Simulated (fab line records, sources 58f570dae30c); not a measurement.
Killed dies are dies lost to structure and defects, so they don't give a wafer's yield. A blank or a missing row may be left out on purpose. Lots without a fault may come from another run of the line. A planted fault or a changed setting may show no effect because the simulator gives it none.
A struck lot beside a sound one | flow berkeley_cmos170 | 17 steps out of a route of 331
Sound: wafers L322.2, L322.3, L322.4. Struck: wafers L330.1, L330.2, L330.4. The cause comes at the end.
At each step with rows: each side's tool, then ch and its chambers, then its first start. Under that, the readings that differ: sound wafers | struck wafers | difference of the means | sigmas: that difference in standard deviations of wafers without a fault.
alike: readings whose means differ by less than 2 such deviations, and words and numbers that are the same on both sides. not compared: withheld readings, readings that some wafer has no value for, bounds like >300 that may hide the same value, and numbers for which the record gives no deviation and whose values overlap.
The two part at a step that has a row with sigmas, a row that says differs or no value, or rows on one side only. Numbers that don't overlap but have no deviation are shown without sigmas and don't part them. A reading that every wafer of one side lacks parts them only if that side has two wafers or more.

first, 1 step without rows for these wafers: UCB170_M2_SOFTBAKE_06 (time 60 s).
UCB170_M2_STRIP_07: strips in O2.
  sound on plasma_asher-03 ch 0,1, day 8 07:16; struck on plasma_asher-01 ch 0,1, day 10 03:14
  alike: drypump_motor_current_A, oes_product_au, strip_time_to_endpoint_s
  not compared: rf_hours_counter_h
then, 7 steps without rows for these wafers: UCB170_M2_STRIP_08 (strips KrF in DMSO, time 600 s); UCB170_M2_COAT_09; UCB170_M2_COAT_10 (resist thk 900 nm); UCB170_M2_SOFTBAKE_11 (time 60 s); UCB170_M2_EXPOSE_12 (exposes mask METAL2, target cd 700 nm); UCB170_M2_PEB_13; UCB170_M2_DEVELOP_14 (develop time 45 s).
UCB170_M2_CD_MEAS_15: target cd 700 nm.
  sound on cd_sem-02, day 8 08:32; struck on cd_sem-02, day 10 05:03
  alike: cd_nm
UCB170_M2_OVL_MEAS_16:
  sound on overlay-02, day 8 08:38; struck on overlay-01, day 10 05:10
  alike: M2_OVL
UCB170_M2_ETCH_17: etches BARC in N2/H2.
  sound on rie_diel-03 ch 1,2,3, day 8 08:40; struck on rie_diel-02 ch 2,3, day 10 05:13
  alike: drypump_motor_current_A, oes_product_au, throttle_valve_pct
UCB170_M2_METAL_ETCH_18: etches Al in Cl2/BCl3, stops on SiO2, target depth 1170 nm, time 195 s.
  sound on rie_metal-01 ch 0,1, day 8 08:42; struck on rie_metal-01 ch 0,1, day 10 05:15
  reading                             | sound             | struck                     | difference | sigmas
  oes_product_au (a.u.)               | 0.867 0.858 0.861 | 0.960 0.968 0.972          | +0.105     | +7
  over_etch_frac                      | 0.3 0.3 0.3       | 0.063325 0.063325 0.063325 | -0.236675  |
  model.KrF_of_M2_COAT_10.thk_nm (nm) | 200.6 193.9 197.4 | 323.9 324.3 325.4          | +127.2     |
  model.SiO2_of_V1_CVD_00.thk_nm (nm) | 937.4 937.4 936.9 | 948 947.8 949.2            | +11        |
  model.M2.cd_nm (nm)                 | 704.5 703.3 702   | 710.5 707.5 710            | +6.1       |
  alike: drypump_motor_current_A, throttle_valve_pct
  not compared: rf_hours_counter_h
UCB170_M2_STRIP_19: strips in O2.
  sound on plasma_asher-01 ch 0,1, day 8 08:53; struck on plasma_asher-01 ch 0,1, day 10 05:26
  reading               | sound             | struck            | difference | sigmas
  oes_product_au (a.u.) | 0.538 0.530 0.527 | 0.656 0.652 0.657 | +0.123     | +12
  alike: drypump_motor_current_A
  not compared: rf_hours_counter_h
UCB170_M2_CD_MEAS_90: target cd 700 nm.
  sound on cd_sem-02, day 8 09:01; struck on cd_sem-02, day 10 05:32
  reading    | sound             | struck            | difference | sigmas
  cd_nm (nm) | 704.5 703.4 701.9 | 710.3 707.6 710.1 | +6.1       | +3
UCB170_V2_CVD_00: deposits SiO2 from TEOS/O2, target thk 2000 nm, time 250 s.
  sound on pecvd-01 ch 0,1,2, day 8 09:07; struck on pecvd-02 ch 0,2, day 10 05:40
  alike: heater_power_w
UCB170_M3_PROBE_99:
  sound on prober-01, day 8 15:39; struck on prober-01, day 10 12:13
  not compared: model.etest.antenna_m2.vt_shift_v

WHERE THEY PART
First at UCB170_M2_METAL_ETCH_18; last, within this record, at UCB170_M2_CD_MEAS_90. Later steps at which nothing parts them and some readings are alike: UCB170_V2_CVD_00.

WHY: what the simulator had put in
Process parameter drift: rie_metal-01, from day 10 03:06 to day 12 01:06, at UCB170_M2_METAL_ETCH_18. Setting over_etch_frac, moved by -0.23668, from 0.3. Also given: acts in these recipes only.
